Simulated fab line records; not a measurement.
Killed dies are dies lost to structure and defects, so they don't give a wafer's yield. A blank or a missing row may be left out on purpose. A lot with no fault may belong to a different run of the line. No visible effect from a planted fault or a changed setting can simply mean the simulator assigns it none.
fab line records	flow rit_cmos
record: lots: 5	wafers: 23
route steps=202 shown ACTIVE@4 PWELL@40 NRETRO@61 GATE@84 REOX@98 PLDD@115 SPACER@128 NSD@132 SILICIDE@162
start_h: hours from the record's first day to the start of the lot's first wafer shown	wait_h: hours elapsed since this lot's preceding step	" unchanged from the row above	L1.1+2: several wafers, shown together as one row	- value missing, or start not given	* or withheld: withheld	< > ~ a bound
route shown NAME@n: a module of which the file shows steps, and the number in the route of the first	usual: mean and standard deviation over wafers with no fault	same: alike in all rows	chamber/n: place in a boat	sites: readings site by site	_std_site: standard deviation across them	_edge_site: the outer-site mean with the inner-site mean subtracted	radius_mm: for every site, how far away it sits from the centre of the wafer	mask NAME#n: copy n	behind: the tool/chamber that last shaped the wafer	hold: reason for holding the lot/hours on hold/outcome of the hold	device: whichever transistor did not switch (one of n, p or np)	end of line: the tests these same wafers got at the end of their route	step lacking rows: just its recipe	killed: count of dies lost to structure and defects at first sort (not the wafer's yield)	map: dies across one wafer; x = killed, . = not, _ = none there
set.NAME: the setting the step ran with; set.NAME@STEP: the setting that earlier step ran with	model.NAME: the simulator's own value behind a step, which no gauge read
lots where settings were altered on purpose, with a table for each step and a row for each wafer
== steps ==
step: RIT_ACTIVE_CVD_03
recipe: material: Si3N4	target_thk_nm: 150	temp_c: 810	precursor: SiH2Cl2/NH3	time_s: 1500	pressure_mtorr: 300	sih2cl2_flow_sccm: 60	nh3_flow_sccm: 150
lot.wafer	tool	chamber	start_h	wait_h	set.temp_c	model.Si3N4_of_ACTIVE_CVD_03.thk_nm
L074.1	-	-	-	0.1	823.9	191.2
L074.2	"	-	"	"	823.9	192.2
L074.4	"	-	"	"	823.9	191.1
L074.5	"	-	"	"	823.9	191.6
L074.6	"	-	"	"	823.9	190.9
L078.1	-	-	-	0.1	795.2	117.6
L078.2	"	-	"	"	795.2	116.4
L078.3	"	-	"	"	795.2	116
L078.5	"	-	"	"	795.2	117.2
L078.6	"	-	"	"	795.2	117.4
L080.1	-	-	-	0.1	795.5	116
L080.2	"	-	"	"	795.5	116.1
L080.3	"	-	"	"	795.5	114.6
L080.5	"	-	"	"	795.5	114.8
L080.6	"	-	"	"	795.5	115
L081.3	lpcvd-02	0	47.66	0.0	810	150.4
L081.4	"	0	"	"	810	149.3
L081.6	"	0	"	"	810	150.5
L083.1	-	-	-	0.1	810	148.5
L083.2+5+6	"	-	"	"	810	148.3
L083.3	"	-	"	"	810	149.1
step: RIT_ACTIVE_THK_MEAS_04
recipe: reads: Si3N4_of_ACTIVE_CVD_03
usual: ACTIVE_NITRIDE_THK: 149.9/1.4
lot.wafer	tool	chamber	start_h	wait_h	set.temp_c@ACTIVE_CVD_03	ACTIVE_NITRIDE_THK[nm]
L074.1	film_metro-04	-	-	-	823.9	191.1
L074.2	"	-	"	"	823.9	192.4
L074.4	"	-	"	"	823.9	191.3
L074.5	"	-	"	"	823.9	191.5
L074.6	"	-	"	"	823.9	191.0
L078.1	film_metro-04	-	-	-	795.2	117.7
L078.2	"	-	"	"	795.2	116.4
L078.3	"	-	"	"	795.2	116.0
L078.5	"	-	"	"	795.2	117.1
L078.6	"	-	"	"	795.2	117.4
L080.1	film_metro-04	-	-	-	795.5	116.0
L080.2	"	-	"	"	795.5	116.1
L080.3	"	-	"	"	795.5	114.6
L080.5	"	-	"	"	795.5	114.8
L080.6	"	-	"	"	795.5	115.0
L081.3	film_metro-02	-	49.10	0.0	810	150.5
L081.4	"	-	"	"	810	149.3
L081.6	"	-	"	"	810	150.5
L083.1	film_metro-04	-	-	-	810	148.4
L083.2	"	-	"	"	810	148.4
L083.3	"	-	"	"	810	149.1
L083.5	"	-	"	"	810	148.3
L083.6	"	-	"	"	810	148.3
step: RIT_ACTIVE_DEVELOP_10
recipe: resist: NOVOLAK	develop_time_s: 50	dev_temp_c: 23
lot.wafer	tool	chamber	start_h	wait_h	set.dev_temp_c
L074.1+4	litho_track-02	0	-	-	23
L074.2+5+6	"	0	"	"	25.09
L078.1+3	litho_track-01	0	-	-	23
L078.2+5+6	"	0	"	"	25.77
L080.1+2+6	litho_track-01	0	-	-	21
L080.3+5	"	0	"	"	23
L081.3+4+6	litho_track-01	0	-	-	23
L083.1+3	litho_track-03	0	-	-	23
L083.2+5+6	"	0	"	"	24.96
step: RIT_ACTIVE_HARDBAKE_12
recipe: resist: NOVOLAK	temp_c: 140	time_s: 60
step: RIT_ACTIVE_ETCH_13
recipe: stop_on: SiO2	chemistry: SF6	target: Si3N4	time_s: 210	over_etch_frac: 0.4	SF6_flow_sccm: 200	pressure_mtorr: 260	rf_w: 125	target_depth_a: 2100
usual: oes_product_au: 0.818/0.014
lot.wafer	tool	chamber	start_h	wait_h	set.temp_c@ACTIVE_CVD_03	oes_product_au
L074.1	rie_diel-04	1	15.69	0.1	823.9	0.922
L074.2	"	3	"	"	823.9	0.938
L074.4	"	0	"	"	823.9	0.941
L074.5	"	1	"	"	823.9	0.915
L074.6	"	2	"	"	823.9	0.970
L078.1	rie_diel-01	0	34.83	0.1	795.2	0.730
L078.2	"	3	"	"	795.2	0.720
L078.3	"	2	"	"	795.2	0.715
L078.5	"	3	"	"	795.2	0.729
L078.6	"	0	"	"	795.2	0.725
L080.1	rie_diel-03	1	44.98	0.1	795.5	0.724
L080.2	"	3	"	"	795.5	0.722
L080.3	"	0	"	"	795.5	0.707
L080.5	"	0	"	"	795.5	0.702
L080.6	"	1	"	"	795.5	0.723
L081.3	rie_diel-04	1	50.58	0.1	810	0.796
L081.4	"	0	"	"	810	0.817
L081.6	"	2	"	"	810	0.847
L083.1	rie_diel-04	0	60.42	0.1	810	0.818
L083.2	"	2	"	"	810	0.836
L083.3	"	1	"	"	810	0.793
L083.5	"	3	"	"	810	0.815
L083.6	"	0	"	"	810	0.813
step: RIT_PWELL_COAT_01
recipe: resist: NOVOLAK	spin_rpm: 2000	resist_thk_nm: 1300
lot.wafer	tool	chamber	start_h	wait_h	set.spin_rpm	model.NOVOLAK_of_PWELL_COAT_01.thk_nm
L074.1	litho_track-03	0	22.78	0.1	2000	1304
L074.2	"	0	"	"	2000	1303
L074.4	"	0	"	"	1956	1315
L074.5	"	0	"	"	1956	1317
L074.6	"	0	"	"	1956	1319
L078.1	litho_track-04	0	44.66	0.1	1886	1338
L078.2+5	"	0	"	"	2000	1302
L078.3	"	0	"	"	2000	1301
L078.6	"	0	"	"	1886	1340
L080.1+5	litho_track-04	0	53.69	0.1	2000	1299
L080.2	"	0	"	"	2142	1256
L080.3	"	0	"	"	2000	1292
L080.6	"	0	"	"	2142	1255
L081.3	litho_track-02	0	58.06	0.1	2000	1300
L081.4	"	0	"	"	2000	1297
L081.6	"	0	"	"	2000	1295
L083.1	litho_track-02	0	68.64	0.1	2000	1299
L083.2	"	0	"	"	1958	1317
L083.3	"	0	"	"	1958	1315
L083.5	"	0	"	"	2000	1303
L083.6	"	0	"	"	2000	1304
step: RIT_NRETRO_IMPLANT_08
recipe: species: P	energy_kev: 70	dose_cm2: 1e+13	tilt_deg: 7
lot.wafer	tool	chamber	start_h	wait_h	set.dose_cm2
L074.1+2+4+5+6	implanter-02	0	31.48	0.2	1e+13
L078.1+2+3+5+6	implanter-03	0	53.93	0.2	1e+13
L080.1+2+5	implanter-03	0	61.82	0.2	1e+13
L080.3+6	"	0	"	"	9.268e+12
L081.3+4+6	implanter-02	0	66.14	0.2	1e+13
L083.1+6	implanter-02	0	79.41	0.2	1e+13
L083.2+3+5	"	0	"	"	1.04e+13
step: RIT_NRETRO_STRIP_09
recipe: chemistry: O2	time_s: 180	resist: NOVOLAK	platen_temp_c: withheld	power_w: 500	pressure_mtorr: 4000	o2_flow_sccm: 4000
step: RIT_NRETRO_TW_MEAS_10
usual: NRETRO_TW: 1054/3.8
lot.wafer	tool	chamber	start_h	wait_h	set.dose_cm2@NRETRO_IMPLANT_08	NRETRO_TW
L074.1	film_metro-02	-	31.81	0.1	1e+13	1050
L074.2	"	-	"	"	1e+13	1050
L074.4	"	-	"	"	1e+13	1052
L074.5	"	-	"	"	1e+13	1049
L074.6	"	-	"	"	1e+13	1056
L078.1	film_metro-01	-	54.26	0.1	1e+13	1051
L078.2	"	-	"	"	1e+13	1054
L078.3	"	-	"	"	1e+13	1052
L078.5	"	-	"	"	1e+13	1056
L078.6	"	-	"	"	1e+13	1056
L080.1	film_metro-02	-	62.14	0.1	1e+13	1053
L080.2	"	-	"	"	1e+13	1051
L080.3	"	-	"	"	9.268e+12	1027
L080.5	"	-	"	"	1e+13	1049
L080.6	"	-	"	"	9.268e+12	1023
L081.3	film_metro-02	-	66.43	0.1	1e+13	1054
L081.4	"	-	"	"	1e+13	1055
L081.6	"	-	"	"	1e+13	1048
L083.1	film_metro-04	-	79.73	0.1	1e+13	1056
L083.2	"	-	"	"	1.04e+13	1071
L083.3	"	-	"	"	1.04e+13	1064
L083.5	"	-	"	"	1.04e+13	1069
L083.6	"	-	"	"	1e+13	1058
step: RIT_GATE_CVD_08
recipe: material: poly-Si	target_thk_nm: 250	temp_c: 610	precursor: SiH4	time_s: 2220	pressure_mtorr: 300	sih4_flow_sccm: 100
lot.wafer	tool	chamber	start_h	wait_h	set.temp_c
L074.1+2+4+5+6	-	-	-	1.4	620
L078.1+2+3+5+6	-	-	-	0.1	623.3
L080.1+2+3+5+6	-	-	-	0.1	615.3
L081.3+4+6	lpcvd-01	0	73.21	0.0	610
L083.1+2+3+5+6	-	-	-	0.1	621.8
step: RIT_REOX_CLEAN_00
recipe: chemistry: SC1	mix: 3:3:50	time_s: 600	temp_c: 75
lot.wafer	tool	chamber	start_h	wait_h	set.temp_c	set.temp_c@GATE_CVD_08	model.poly-Si_of_GATE_CVD_08.thk_nm
L074.1	-	-	-	0.1	75	620	310.4
L074.2	"	-	"	"	75	620	311.5
L074.4	"	-	"	"	75	620	310.7
L074.5	"	-	"	"	75	620	309
L074.6	"	-	"	"	75	620	311.4
L078.1	-	-	-	0.1	76.35	623.3	337.2
L078.2+6	"	-	"	"	76.35	623.3	335.6
L078.3	"	-	"	"	76.35	623.3	337.1
L078.5	"	-	"	"	76.35	623.3	334.4
L080.1	-	-	-	0.1	75	615.3	280.3
L080.2	"	-	"	"	75	615.3	279.6
L080.3	"	-	"	"	75	615.3	280.5
L080.5	"	-	"	"	75	615.3	279.4
L080.6	"	-	"	"	75	615.3	279.1
L081.3	wet_bench-04	1	76.44	0.1	75	610	247.4
L081.4	"	1	"	"	75	610	247.5
L081.6	"	1	"	"	75	610	249
L083.1	-	-	-	0.1	71.87	621.8	331
L083.2	"	-	"	"	71.87	621.8	330.3
L083.3	"	-	"	"	71.87	621.8	328.4
L083.5	"	-	"	"	71.87	621.8	329.1
L083.6	"	-	"	"	71.87	621.8	329.6
step: RIT_PLDD_COAT_01
recipe: resist: NOVOLAK	spin_rpm: 3250	resist_thk_nm: 1000
lot.wafer	tool	chamber	start_h	wait_h	set.spin_rpm	model.NOVOLAK_of_PLDD_COAT_01.thk_nm
L074.1	litho_track-04	0	48.92	0.1	3250	995
L074.2	"	0	"	"	3331	984.6
L074.4	"	0	"	"	3250	996.8
L074.5	"	0	"	"	3250	999
L074.6	"	0	"	"	3331	983.1
L078.1	litho_track-04	0	67.30	0.1	3250	998.6
L078.2	"	0	"	"	3180	1007
L078.3	"	0	"	"	3180	1010
L078.5	"	0	"	"	3180	1009
L078.6	"	0	"	"	3250	998.2
L080.1	litho_track-03	0	74.65	0.1	3250	1002
L080.2	"	0	"	"	3491	966.5
L080.3	"	0	"	"	3250	998.7
L080.5	"	0	"	"	3250	1001
L080.6	"	0	"	"	3491	964
L081.3	litho_track-01	0	83.34	0.1	3250	998.5
L081.4	"	0	"	"	3250	996.9
L081.6	"	0	"	"	3250	994.1
L083.1	litho_track-03	0	91.76	0.1	3448	971.5
L083.2	"	0	"	"	3448	970.5
L083.3	"	0	"	"	3250	1002
L083.5	"	0	"	"	3250	1003
L083.6	"	0	"	"	3448	973.2
step: RIT_PLDD_SOFTBAKE_02
recipe: resist: NOVOLAK	temp_c: 90	time_s: 60
lot.wafer	tool	chamber	start_h	wait_h	set.temp_c
L074.1+5	litho_track-04	0	49.07	0.1	90
L074.2+4+6	"	0	"	"	87.49
L078.1+5	litho_track-04	0	67.45	0.1	90
L078.2+3+6	"	0	"	"	88.8
L080.1+2+3	litho_track-03	0	74.80	0.1	90
L080.5+6	"	0	"	"	88.05
L081.3+4+6	litho_track-01	0	83.49	0.1	90
L083.1+3+6	litho_track-03	0	91.91	0.1	91.67
L083.2+5	"	0	"	"	90
step: RIT_PLDD_EXPOSE_03
recipe: mask_id: M8	na: 0.57	target_cd_nm: 40900	dose_mj: 250
step: RIT_PLDD_PEB_04
recipe: resist: NOVOLAK	temp_c: withheld	time_s: withheld
step: RIT_PLDD_DEVELOP_05
recipe: resist: NOVOLAK	develop_time_s: 50	dev_temp_c: 23
lot.wafer	tool	chamber	start_h	wait_h	set.spin_rpm@PLDD_COAT_01	model.NOVOLAK_of_PLDD_COAT_01.thk_nm
L074.1	litho_track-01	0	-	-	3250	994.7
L074.2	"	0	"	"	3331	991
L074.4	"	0	"	"	3250	1003
L074.5	"	0	"	"	3250	998.6
L074.6	"	0	"	"	3331	989.5
L078.1	litho_track-03	0	-	-	3250	998.3
L078.2	"	0	"	"	3180	1010
L078.3	"	0	"	"	3180	1013
L078.5	"	0	"	"	3180	1009
L078.6	"	0	"	"	3250	1001
L080.1	litho_track-04	0	-	-	3250	1001
L080.2	"	0	"	"	3491	966.2
L080.3	"	0	"	"	3250	998.3
L080.5	"	0	"	"	3250	1005
L080.6	"	0	"	"	3491	968.8
L081.3	litho_track-01	0	-	-	3250	998.1
L081.4	"	0	"	"	3250	996.5
L081.6	"	0	"	"	3250	993.8
L083.1	litho_track-01	0	-	-	3448	966.8
L083.2	"	0	"	"	3448	970.1
L083.3	"	0	"	"	3250	997.5
L083.5	"	0	"	"	3250	1003
L083.6	"	0	"	"	3448	968.5
step: RIT_PLDD_HARDBAKE_07
recipe: resist: NOVOLAK	temp_c: 140	time_s: 60
lot.wafer	tool	chamber	start_h	wait_h	set.spin_rpm@PLDD_COAT_01	model.NOVOLAK_of_PLDD_COAT_01.thk_nm
L074.1	litho_track-03	0	49.72	0.0	3250	879.4
L074.2	"	0	"	"	3331	870.3
L074.4	"	0	"	"	3250	880.9
L074.5	"	0	"	"	3250	882.8
L074.6	"	0	"	"	3331	869
L078.1	litho_track-04	0	68.16	0.0	3250	882.6
L078.2	"	0	"	"	3180	890
L078.3	"	0	"	"	3180	892.8
L078.5	"	0	"	"	3180	892
L078.6	"	0	"	"	3250	882.3
L080.1	litho_track-01	0	75.51	0.0	3250	885.4
L080.2	"	0	"	"	3491	854.5
L080.3	"	0	"	"	3250	882.6
L080.5	"	0	"	"	3250	884.2
L080.6	"	0	"	"	3491	852.3
L081.3	litho_track-01	0	84.20	0.1	3250	882.4
L081.4	"	0	"	"	3250	881
L081.6	"	0	"	"	3250	878.7
L083.1	litho_track-03	0	92.66	0.0	3448	858.8
L083.2	"	0	"	"	3448	857.9
L083.3	"	0	"	"	3250	885.8
L083.5	"	0	"	"	3250	886.4
L083.6	"	0	"	"	3448	860.3
step: RIT_PLDD_IMPLANT_08
recipe: species: BF2	energy_kev: 20	dose_cm2: 9e+14	tilt_deg: 7
step: RIT_PLDD_STRIP_09
recipe: chemistry: O2	time_s: 180	resist: NOVOLAK	platen_temp_c: withheld	power_w: 500	pressure_mtorr: 4000	o2_flow_sccm: 4000
step: RIT_SPACER_CVD_03
recipe: material: Si3N4	target_thk_nm: 250	temp_c: 810	precursor: SiH2Cl2/NH3	time_s: 3300	pressure_mtorr: 300	sih2cl2_flow_sccm: 60	nh3_flow_sccm: 150
step: RIT_SPACER_ETCHBACK_05
recipe: target_depth_a: 2500	SF6_flow_sccm: 30	CHF3_flow_sccm: 30	target: Si3N4	chemistry: SF6/CHF3	pressure_mtorr: 40	rf_w: 250	time_s: 240	stop_on: SiO2
lot.wafer	tool	chamber	start_h	wait_h	set.temp_c@GATE_CVD_08	model.poly-Si_of_GATE_CVD_08.thk_nm
L074.1	rie_diel-02	1	52.63	0.1	620	231.3
L074.2	"	2	"	"	620	232.7
L074.4	"	0	"	"	620	232.8
L074.5	"	0	"	"	620	231.1
L074.6	"	3	"	"	620	232.6
L078.1	rie_diel-02	2	71.09	0.1	623.3	258.1
L078.2	"	1	"	"	623.3	256.1
L078.3	"	0	"	"	623.3	258.6
L078.5+6	"	0,1	"	"	623.3	256.5
L080.1	rie_diel-02	0	78.38	0.1	615.3	202.7
L080.2	"	3	"	"	615.3	200.9
L080.3	"	1	"	"	615.3	202.2
L080.5	"	3	"	"	615.3	200.6
L080.6	"	0	"	"	615.3	201.7
L081.3	rie_diel-01	2	87.06	0.0	610	168.4
L081.4	"	0	"	"	610	169.1
L081.6	"	3	"	"	610	170.6
L083.1	rie_diel-02	3	96.08	0.1	621.8	252
L083.2	"	2	"	"	621.8	250.7
L083.3	"	0	"	"	621.8	249.7
L083.5	"	1	"	"	621.8	250.4
L083.6	"	2	"	"	621.8	250.5
step: RIT_NSD_COAT_01
recipe: resist: NOVOLAK	spin_rpm: 3250	resist_thk_nm: 1000
lot.wafer	tool	chamber	start_h	wait_h	set.spin_rpm	model.NOVOLAK_of_NSD_COAT_01.thk_nm
L074.1+4	litho_track-01	0	52.96	0.1	3250	999.3
L074.2	"	0	"	"	3250	999.5
L074.5+6	"	0	"	"	3250	1002
L078.1+6	litho_track-02	0	71.39	0.1	3172	1011
L078.2	"	0	"	"	3172	1009
L078.3	"	0	"	"	3250	998.7
L078.5	"	0	"	"	3250	999.2
L080.1	litho_track-01	0	78.68	0.1	3473	970
L080.2+5	"	0	"	"	3473	971
L080.3	"	0	"	"	3250	1005
L080.6	"	0	"	"	3250	1003
L081.3	litho_track-01	0	87.41	0.1	3250	999.6
L081.4	"	0	"	"	3250	999.4
L081.6	"	0	"	"	3250	996.8
L083.1	litho_track-02	0	96.38	0.1	3182	1012
L083.2	"	0	"	"	3250	1003
L083.3	"	0	"	"	3182	1013
L083.5+6	"	0	"	"	3250	1002
step: RIT_SILICIDE_SPUTTER_01
recipe: material: Ti	target_thk_nm: 30	power_w: 350	chamber_pressure_pa: 0.667	gas: Ar	time_s: 240	substrate_temp_c: 25
lot.wafer	tool	chamber	start_h	wait_h	set.time_s	model.Ti_of_SILICIDE_SPUTTER_01.thk_nm
L074.1	pvd_sputter-04	-	57.09	0.0	274.2	34.21
L074.2	"	-	"	"	274.2	34.18
L074.4	"	-	"	"	240	29.9
L074.5	"	-	"	"	240	29.76
L074.6	"	-	"	"	274.2	34.12
L078.1	pvd_sputter-01	-	75.01	0.0	240	30.66
L078.2	"	-	"	"	240	30.53
L078.3	"	-	"	"	240	30.45
L078.5	"	-	"	"	240	30.48
L078.6	"	-	"	"	240	30.61
L080.1	pvd_sputter-01	-	82.54	0.0	275.8	35.01
L080.2	"	-	"	"	275.8	34.99
L080.3+5	"	-	"	"	240	30.52
L080.6	"	-	"	"	240	30.55
L081.3	pvd_sputter-04	-	91.36	0.0	240	29.89
L081.4	"	-	"	"	240	29.74
L081.6	"	-	"	"	240	29.92
L083.1	pvd_sputter-04	-	100.12	0.0	251.8	31.08
L083.2	"	-	"	"	251.8	30.9
L083.3	"	-	"	"	240	29.56
L083.5	"	-	"	"	240	29.37
L083.6	"	-	"	"	240	29.47
step: RIT_SILICIDE_RS_MEAS_02
recipe: thk_meas_gauge: four-point-probe	reads: Ti_of_SILICIDE_SPUTTER_01
usual: SILICIDE_TI_RS: 47.9/0.75
lot.wafer	tool	chamber	start_h	wait_h	set.time_s@SILICIDE_SPUTTER_01	SILICIDE_TI_RS[ohm/sq]
L074.1	film_metro-03	-	57.24	0.1	274.2	40.8
L074.2	"	-	"	"	274.2	40.7
L074.4	"	-	"	"	240	48.2
L074.5	"	-	"	"	240	48.3
L074.6	"	-	"	"	274.2	40.8
L078.1	film_metro-03	-	75.16	0.1	240	46.7
L078.2	"	-	"	"	240	46.8
L078.3	"	-	"	"	240	46.9
L078.5	"	-	"	"	240	47.0
L078.6	"	-	"	"	240	46.6
L080.1	film_metro-03	-	82.69	0.1	275.8	39.6
L080.2	"	-	"	"	275.8	39.6
L080.3	"	-	"	"	240	46.9
L080.5	"	-	"	"	240	46.8
L080.6	"	-	"	"	240	47.0
L081.3	film_metro-04	-	91.55	0.1	240	48.1
L081.4	"	-	"	"	240	48.4
L081.6	"	-	"	"	240	48.0
L083.1	film_metro-01	-	100.27	0.1	251.8	45.9
L083.2	"	-	"	"	251.8	46.1
L083.3	"	-	"	"	240	48.7
L083.5	"	-	"	"	240	49.2
L083.6	"	-	"	"	240	49.0
step: RIT_SILICIDE_THK_MEAS_03
recipe: thk_meas_gauge: xrf	reads: Ti_of_SILICIDE_SPUTTER_01
usual: SILICIDE_TI_THK: 29.5/0.45
lot.wafer	tool	chamber	start_h	wait_h	set.time_s@SILICIDE_SPUTTER_01	SILICIDE_TI_THK[nm]
L074.1	film_metro-03	-	57.36	0.1	274.2	33.4
L074.2	"	-	"	"	274.2	33.5
L074.4	"	-	"	"	240	29.3
L074.5	"	-	"	"	240	29.1
L074.6	"	-	"	"	274.2	33.4
L078.1	film_metro-03	-	75.28	0.1	240	30.1
L078.2	"	-	"	"	240	30.0
L078.3	"	-	"	"	240	30.1
L078.5	"	-	"	"	240	29.9
L078.6	"	-	"	"	240	30.0
L080.1	film_metro-03	-	82.81	0.1	275.8	34.6
L080.2	"	-	"	"	275.8	34.4
L080.3	"	-	"	"	240	30.2
L080.5	"	-	"	"	240	30.0
L080.6	"	-	"	"	240	30.1
L081.3	film_metro-04	-	91.65	0.1	240	29.3
L081.4	"	-	"	"	240	29.2
L081.6	"	-	"	"	240	29.3
L083.1	film_metro-01	-	100.39	0.1	251.8	30.3
L083.2	"	-	"	"	251.8	30.2
L083.3	"	-	"	"	240	29.0
L083.5	"	-	"	"	240	28.7
L083.6	"	-	"	"	240	28.7
== key ==
split: step: RIT_ACTIVE_CVD_03	setting: temp_c	stated: 810	by: lot
response: step: RIT_ACTIVE_CVD_03	reading: model.Si3N4_of_ACTIVE_CVD_03.thk_nm	change: +20.9	per: 1%	r: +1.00
response: step: RIT_ACTIVE_THK_MEAS_04	reading: ACTIVE_NITRIDE_THK	change: +20.9	per: 1%	r: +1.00
response: step: RIT_ACTIVE_ETCH_13	reading: oes_product_au	change: +0.0606	per: 1%	r: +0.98
split: step: RIT_ACTIVE_DEVELOP_10	setting: dev_temp_c	stated: 23	by: wafer
response none clear
split: step: RIT_PWELL_COAT_01	setting: spin_rpm	stated: 2000	by: wafer
response: step: RIT_PWELL_COAT_01	reading: model.NOVOLAK_of_PWELL_COAT_01.thk_nm	change: -6.14	per: 1%	r: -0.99
split: step: RIT_NRETRO_IMPLANT_08	setting: dose_cm2	stated: 1e+13	by: wafer
response: step: RIT_NRETRO_TW_MEAS_10	reading: NRETRO_TW	change: +3.36	per: 1%	r: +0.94
split: step: RIT_GATE_CVD_08	setting: temp_c	stated: 610	by: lot
response: step: RIT_REOX_CLEAN_00	reading: model.poly-Si_of_GATE_CVD_08.thk_nm	change: +41.6	per: 1%	r: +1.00
response: step: RIT_SPACER_ETCHBACK_05	reading: model.poly-Si_of_GATE_CVD_08.thk_nm	change: +41.4	per: 1%	r: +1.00
split: step: RIT_REOX_CLEAN_00	setting: temp_c	stated: 75	by: lot
response none clear
split: step: RIT_PLDD_COAT_01	setting: spin_rpm	stated: 3250	by: wafer
response: step: RIT_PLDD_COAT_01	reading: model.NOVOLAK_of_PLDD_COAT_01.thk_nm	change: -4.89	per: 1%	r: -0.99
response: step: RIT_PLDD_DEVELOP_05	reading: model.NOVOLAK_of_PLDD_COAT_01.thk_nm	change: -4.78	per: 1%	r: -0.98
response: step: RIT_PLDD_HARDBAKE_07	reading: model.NOVOLAK_of_PLDD_COAT_01.thk_nm	change: -4.28	per: 1%	r: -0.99
split: step: RIT_PLDD_SOFTBAKE_02	setting: temp_c	stated: 90	by: wafer
response none clear
split: step: RIT_NSD_COAT_01	setting: spin_rpm	stated: 3250	by: wafer
response: step: RIT_NSD_COAT_01	reading: model.NOVOLAK_of_NSD_COAT_01.thk_nm	change: -4.86	per: 1%	r: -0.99
split: step: RIT_SILICIDE_SPUTTER_01	setting: time_s	stated: 240	by: wafer
response: step: RIT_SILICIDE_SPUTTER_01	reading: model.Ti_of_SILICIDE_SPUTTER_01.thk_nm	change: +0.302	per: 1%	r: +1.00
response: step: RIT_SILICIDE_RS_MEAS_02	reading: SILICIDE_TI_RS	change: -0.514	per: 1%	r: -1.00
response: step: RIT_SILICIDE_THK_MEAS_03	reading: SILICIDE_TI_THK	change: +0.298	per: 1%	r: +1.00
